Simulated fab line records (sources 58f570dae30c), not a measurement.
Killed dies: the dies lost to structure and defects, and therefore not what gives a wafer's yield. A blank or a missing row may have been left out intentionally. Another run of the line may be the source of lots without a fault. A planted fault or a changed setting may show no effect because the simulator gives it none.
What tool caused it? | flow berkeleyCmos170 | 14 lots, 42 wafers sampled, at 2 steps of a route of 331

WHAT EACH GAUGE READ, for each wafer
UCB170_V1_THK_MEAS_01. Usual: for V1_TEOS_THK the level is 2003 nm and the standard deviation is 24.
lot  | measured     | on           | V1_TEOS_THK (nm)              | flag
L916 | day 8 08:08  | filmMetro-04 | 2006 2035 2005                | 
L918 | day 8 09:29  | filmMetro-03 | 2015 2016 2027                | 
L917 | day 8 11:44  | filmMetro-04 | 1969 1970 1997                | 
L920 | day 9 12:00  | filmMetro-04 | 1996 1996 2052                | 
L923 | day 9 15:02  | filmMetro-03 | 2001 2030 2016                | 
L922 | day 9 16:23  | filmMetro-03 | 1988 1997 1990                | 
L925 | day 9 23:57  | filmMetro-04 | 2024 1998 2004                | 
L924 | day 10 01:18 | filmMetro-04 | 1961 1997 1988                | 
L927 | day 10 11:49 | filmMetro-03 | 1953 2003 2009                | 
L928 | day 10 13:09 | filmMetro-02 | 1994 1995 2022                | 
L930 | day 11 05:22 | filmMetro-04 | 1969 1985 2009                | 
L932 | day 11 06:43 | filmMetro-02 | 2030 2031 2021                | 
L937 | day 12 07:39 | filmMetro-02 | 2531 2553 2541 2532 2551 2541 | OFF
L938 | day 12 23:22 | filmMetro-04 | 2513 2540 2557 2514 2540 2555 | OFF

TOOL THAT RAN EACH LOT (tool first, then ch and the chambers of the sampled wafers, then the start)
lot  | UCB170_V1_CVD_00
L916 | pecvd-01 ch 1,2, day 8 07:59
L918 | pecvd-03 ch 0,1, day 8 09:19
L917 | pecvd-02 ch 0,1,2, day 8 11:34
L920 | pecvd-01 ch 0,1,2, day 9 11:51
L923 | pecvd-02 ch 1,2, day 9 14:53
L922 | pecvd-03 ch 0,1,2, day 9 16:13
L925 | pecvd-01 ch 1,2, day 9 23:47
L924 | pecvd-03 ch 0,2, day 10 01:08
L927 | pecvd-02 ch 0,1,2, day 10 11:39
L928 | pecvd-01 ch 0,2, day 10 12:59
L930 | pecvd-03 ch 0,2, day 11 05:13
L932 | pecvd-01 ch 0,1,2, day 11 06:37
L937 | pecvd-01 ch 0,1,2, day 12 07:32
L938 | pecvd-01 ch 1,2, day 12 23:13
- UCB170_V1_CVD_00: deposits SiO2 from TEOS/O2, target thk 2000 nm, time 250 s.

AS READ BY THE TOOLS THEMSELVES (means over the sampled wafers that have a number; for cases with no such wafer, the mark the record gives instead)
UCB170_V1_CVD_00. Usual: heaterPowerW reads 252 W (standard deviation 63).
lot  | tool     | heaterPowerW (W) | flag
L916 | pecvd-01 | 256              | 
L918 | pecvd-03 | 193              | 
L917 | pecvd-02 | 274              | 
L920 | pecvd-01 | 272              | 
L923 | pecvd-02 | 285              | 
L922 | pecvd-03 | 250              | 
L925 | pecvd-01 | 231              | 
L924 | pecvd-03 | 213              | 
L927 | pecvd-02 | 294              | 
L928 | pecvd-01 | 248              | 
L930 | pecvd-03 | 247              | 
L932 | pecvd-01 | 231              | 
L937 | pecvd-01 | 199              | 
L938 | pecvd-01 | 217              | 

THE ANSWER, worked out from the rows above alone
Rule: a lot is off if the mean of its wafers that have a number lies more than 3 standard deviations from the usual mean. A lot without any number at a reading at which 4 lots or more have one is off too. The other lots that the step has rows for count as sound. First the gauges in route order, then the tools' own readings, where a lot's mean is used as printed above. At the first step where some lot is off, the reading lying furthest off is the one used; lots without a number count as furthest.
Off: L937, L938, seen at UCB170_V1_THK_MEAS_01 (V1_TEOS_THK).
A tool fits if, at a process step before that reading, it ran every lot that is off, and no sound lot after the first of them. The gauges at UCB170_V1_THK_MEAS_01 are tried like those tools. One fits: UCB170_V1_CVD_00 on pecvd-01. Its last sound lot is L932 (day 11 06:37), its first lot that is off L937 (day 12 07:32): a fault that began between those two fits.

WHAT THE SIMULATOR PUT IN
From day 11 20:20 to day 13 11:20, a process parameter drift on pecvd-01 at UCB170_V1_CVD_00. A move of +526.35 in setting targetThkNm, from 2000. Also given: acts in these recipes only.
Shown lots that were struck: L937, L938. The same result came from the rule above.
